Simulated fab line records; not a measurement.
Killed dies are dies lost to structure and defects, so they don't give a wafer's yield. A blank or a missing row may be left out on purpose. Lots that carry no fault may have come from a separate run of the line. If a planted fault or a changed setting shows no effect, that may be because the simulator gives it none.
The tool behind it: which one? + flow rit cmos + at 1 step of a route of 202, 14 lots with 42 wafers sampled

## WHAT THE GAUGES SHOWED, per wafer
Not one reading of a measure or inspect step in the record can be checked against a usual standard deviation.

## TOOL THAT RAN EACH LOT (tool first, then ch and the chambers of the sampled wafers, then the start)
| lot  | RIT_FOX2_CLEAN_02              |
|------|--------------------------------|
| L213 | wet bench-03 ch 3, day 1 19:51 |
| L215 | wet bench-02 ch 0, day 2 05:58 |
| L216 | wet bench-02 ch 3, day 2 10:22 |
| L218 | wet bench-03 ch 2, day 2 21:49 |
| L219 | wet bench-03 ch 3, day 3 02:01 |
| L220 | wet bench-02 ch 2, day 3 07:16 |
| L221 | wet bench-04 ch 3, day 3 10:58 |
| L225 | wet bench-04 ch 1, day 4 10:01 |
| L227 | wet bench-02 ch 3, day 4 19:33 |
| L228 | wet bench-03 ch 3, day 4 22:24 |
| L232 | wet bench-03 ch 2, day 5 19:10 |
| L233 | wet bench-04 ch 3, day 5 22:47 |
| L235 | wet bench-02 ch 0, day 6 13:38 |
| L236 | wet bench-02 ch 3, day 6 14:27 |
- RIT_FOX2_CLEAN_02: cleans in dHF, time 180 s.

## WHAT THE TOOLS THEMSELVES READ (means of the sampled wafers that have a number; where no wafer has one, the mark that the record gives instead)
RIT_FOX2_CLEAN_02. Usual: run length s 208 s, standard deviation 3.7.
| lot  | tool         | run length s (s) | flag |
|------|--------------|------------------|------|
| L213 | wet bench-03 | 204              |      |
| L215 | wet bench-02 | 206              |      |
| L216 | wet bench-02 | 207              |      |
| L218 | wet bench-03 | 204              |      |
| L219 | wet bench-03 | 204              |      |
| L220 | wet bench-02 | 215              |      |
| L221 | wet bench-04 | 204              |      |
| L225 | wet bench-04 | 213              |      |
| L227 | wet bench-02 | -                | OFF  |
| L228 | wet bench-03 | -                | OFF  |
| L232 | wet bench-03 | 212              |      |
| L233 | wet bench-04 | 212              |      |
| L235 | wet bench-02 | 205              |      |
| L236 | wet bench-02 | 207              |      |

## THE ANSWER, worked out from the rows above alone
Rule: take the mean of a lot's wafers that have a number; if it is more than 3 standard deviations from the usual mean, the lot is off. Also off: a lot with no number at a reading for which 4 or more lots have one. All remaining lots with rows at the step are treated as sound. Order of review: gauges by route order, followed by the tools' own readings, for which a lot's mean as printed above is used. At the first step where some lot is off, the reading lying furthest off is the one used; lots without a number count as furthest.
Off, at RIT_FOX2_CLEAN_02 on run length s: L227, L228. Without a number there: L227, L228.
A tool fits if, at that step or a process step before it, it ran every lot that is off, and no sound lot after the first of them. Of those tried, none fits.

## WHAT THE SIMULATOR HAD PUT IN
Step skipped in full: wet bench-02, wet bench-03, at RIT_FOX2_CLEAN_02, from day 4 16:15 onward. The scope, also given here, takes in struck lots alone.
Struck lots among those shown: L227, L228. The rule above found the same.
